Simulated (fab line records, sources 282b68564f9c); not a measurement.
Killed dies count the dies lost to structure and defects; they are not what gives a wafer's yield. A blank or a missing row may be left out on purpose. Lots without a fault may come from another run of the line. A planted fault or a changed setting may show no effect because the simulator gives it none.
Struck lot and sound lot, side by side    flow ritCmos    19 steps out of a route of 202
Sound: these wafers, L277.1, L277.3, L277.6. Wafers L290.1, L290.3, L290.6 were the ones struck. The cause is given at the end.
Order at every step that has rows: each side's tool, ch and its chambers, its first start. Under that, the readings that differ: sound wafers    struck wafers    difference of the means    sigmas: that difference in standard deviations of wafers without a fault.
alike: a reading whose means differ by less than 2 such deviations, as well as words and numbers matching on both sides. not compared: withheld readings; readings where some wafer has no value; bounds like >300 that might hide an equal value; numbers whose values overlap and for which the record gives no deviation.
The two part at a step that has a row with sigmas, a row that says differs or no value, or rows on one side only. When numbers do not overlap yet have no deviation, they are printed without sigmas and do not part them. A reading missing from all wafers of one side parts the sides only when that side holds two or more wafers.

RIT_M1_SPUTTER_00: material Al, target thk 400 nm, time 500 s.
  struck on pvdSputter-01, day 6 02:58; sound on pvdSputter-01, day 3 05:22
  alike: chamberPressurePa, throttleValvePct
RIT_M1_RS_MEAS_01: a four-point-probe measurement.
  struck on filmMetro-04, day 6 03:16; sound on filmMetro-02, day 3 05:40
reading            sound                 struck                difference  sigmas
M1_AL_RS (ohm/sq)  0.0724 0.0722 0.0722  0.0740 0.0737 0.0746  +0.0018     +3
RIT_M1_THK_MEAS_02: measures by xrf.
  struck on filmMetro-04, day 6 03:23; sound on filmMetro-02, day 3 05:47
reading         sound        struck       difference  sigmas
M1_AL_THK (nm)  400 399 402  393 393 390  -8          -2
then, 6 steps without rows for these wafers: RIT_M1_HMDS_03 (prime time 60 s); RIT_M1_COAT_04 (resist thk 1300 nm); RIT_M1_SOFTBAKE_05 (time 60 s); RIT_M1_EXPOSE_06 (exposes mask M12, target cd 2600 nm); RIT_M1_PEB_07; RIT_M1_DEVELOP_08 (develop time 68 s).
RIT_M1_CD_MEAS_09 targets a cd of 2600 nm.
  struck on cdSem-02, day 6 04:19; sound on cdSem-02, day 3 06:43
  alike: cdNm
RIT_M1_OVL_MEAS_10:
  struck on overlay-02, day 6 04:26; sound on overlay-01, day 3 06:50
  alike: M1_OVL
then, 1 step without rows for these wafers: RIT_M1_HARDBAKE_11 (time 120 s).
RIT_M1_METAL_ETCH_12: etches Al in Cl2/BCl3, stops on SiO2, time 165 s, target depth 600 nm.
  sound on rieMetal-03 ch 0, day 3 07:07; struck on rieMetal-02 ch 0, day 6 04:44
reading              sound              struck             difference  sigmas
oesProductAu (a.u.)  0.811 0.798 0.808  0.767 0.775 0.774  -0.034      -2
  alike: drypumpMotorCurrentA, throttleValvePct
  not compared: rfHoursCounterH
then, 1 step without rows for these wafers: RIT_M1_STRIP_13 (strips in nmp, time 600 s).
RIT_M1_STRIP_14: strips in O2, time 180 s.
  sound on plasmaAsher-04 ch 0,1, day 3 07:45; struck on plasmaAsher-04 ch 0,1, day 6 05:04
  alike: drypumpMotorCurrentA
  not compared: rfHoursCounterH
RIT_M1_CD_MEAS_90 targets a cd of 2600 nm.
  struck on cdSem-02, day 6 05:14; sound on cdSem-02, day 3 07:55
  alike: cdNm
then, 1 step without rows for these wafers: RIT_M1_ANNEAL_15 (time 1800 s).
RIT_M1_BOW_MEAS_16:
  struck on filmMetro-01, day 6 06:52; sound on filmMetro-04, day 3 09:32
  alike: M1_BOW
RIT_M1_PROBE_99:
  struck on prober-01, day 6 06:59; sound on prober-02, day 3 09:40
reading                                sound              struck                                                                   difference                    sigmas
hold                                   - - -              awaitDispo/1.6h/release awaitDispo/1.6h/release awaitDispo/1.6h/release  no value on the sound wafers  
defectLimitedYield (%)                 96.6 99.2 99.2     89.4 89.4 91.7                                                           -8.2                          -7
killed_at_M0_to_M3                     0 0 0              25 23 19                                                                 +22                           +99 or more
killedDies                             9 2 2              28 28 22                                                                 +22                           +7
killedOnRim                            2 0 1              10 11 6                                                                  +8                            +6
sort_bin_3_pad_short (%)               0 0 0              1.5 2.3 0.8                                                              +1.5                          +8
sort_bin_5_function (%)                1.5 0.4 0          7.2 6.1 5.7                                                              +5.7                          +7
sortNPass                              255 262 262        236 236 242                                                              -22                           -7
sortYieldPct (%)                       96.6 99.2 99.2     89.4 89.4 91.7                                                           -8.2                          -7
model.etest.tester.sortNPass           255 262 262        236 236 242                                                              -22                           
model.etest.tester.sortYieldPct (%)    96.59 99.24 99.24  89.39 89.39 91.67                                                        -8.21                         
model.etest.tester.sort_bin_5_pct (%)  1.515 0.3788 0     7.197 6.061 5.682                                                        +5.682                        
model.etest.tester.sort_bin_3_pct (%)  0 0 0              1.515 2.273 0.7576                                                       +1.515                        
  alike: killedAtFrontEnd, killedOpen, killedShort, sort_bin_6_memory
  not compared: model.etest.tester.sort_bin_6_pct

## WHERE THEY PART
Earliest at RIT_M1_RS_MEAS_01; latest, in this record, at RIT_M1_PROBE_99.

WHY: what the simulator had put in
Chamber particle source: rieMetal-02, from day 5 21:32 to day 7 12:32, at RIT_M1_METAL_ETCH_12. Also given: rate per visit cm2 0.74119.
